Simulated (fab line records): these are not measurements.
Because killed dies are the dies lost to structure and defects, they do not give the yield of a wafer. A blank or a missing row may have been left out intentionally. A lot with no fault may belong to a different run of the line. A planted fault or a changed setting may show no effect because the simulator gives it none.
Problem report, 8D (eight disciplines) form, completed by code    flow rit_cmos    the parts of the form that need people (team, actions taken, sign-off) are left out

1. THE ISSUE
Mean of wafer_temp_C_max at RIT_SILICIDE_RTA_04: 657.0 across 5 wafers in 2 lots; on wafers with no fault it is 653.3 (standard deviation 0.77). That puts it +4.8 standard deviations away from the usual mean.
The step: time 10 s, ramp up 5 s, ramp down 5 s.
The first sign was on wafer L468.2 at day 6 09:29, on rtp_anneal-01. At this step, 41 wafers from 14 lots have a number in the record. Rule for "out" (also "out of limits"): further than 4 standard deviations from the usual mean. The rest of the wafers with a number are treated as sound.

2. WHAT IT IS; WHAT IT IS NOT
question                     is                      is not
which readings at this step  wafer_temp_C_max        -
which lots                   L468, L469              L455, L456, L457, L458, L459, L460, L461, L462, L463, L464, L472, L476
which wafers of those lots   all that have a number  -
read on which tools          rtp_anneal-01           rtp_anneal-02
when                         from day 6 09:29        up to then (30 sound wafers); but 6 sound wafers of L472, L476 came after

3. THE SUSPECTS, EACH WITH WHAT RULES IT OUT
Counting: any tool at a process step up to the reading is kept as a suspect provided that every lot that is out went through it and no sound lot did after the first of them.
- rtp_anneal-01 at RIT_SILICIDE_RTA_04 (time 10 s, ramp up 5 s, ramp down 5 s): kept. It ran every lot that is out, first L468 (day 6 09:29), and no sound lot after that; its last sound lot up to then is L463 (day 5 01:42). Its own wafer_temp_C_max readings are out on those wafers.
After counting, what remains is rtp_anneal-01 at RIT_SILICIDE_RTA_04.

4. THE CAUSE (what the simulator had put in)
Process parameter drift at RIT_SILICIDE_RTA_04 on rtp_anneal-01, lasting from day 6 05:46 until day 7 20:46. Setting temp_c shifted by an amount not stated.
Only this tool survived the counting.

5. SEQUENCE OF EFFECTS, ordered by route
One row per reading whose mean, taken over the struck wafers that have a number, lies over 3 standard deviations from the usual. Only readings for which the record gives a usual standard deviation are gone through. hours: the time from each lot's start at the first step in this table that gives one to its start at this step, as a median over the lots. sigmas: the change in usual standard deviations.
hours  step                 reading           usual  on struck wafers  change  sigmas
0      RIT_SILICIDE_RTA_04  wafer_temp_C_max  653.3  657.0             +3.7    +4.8
The process steps in it:
- RIT_SILICIDE_RTA_04: time 10 s, ramp up 5 s, ramp down 5 s.

6. HOW IT WOULD HAVE BEEN CAUGHT EARLIER
4 hours passed between the start of the fault at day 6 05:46 and the first reading out of limits in this record, taken at day 6 09:29.
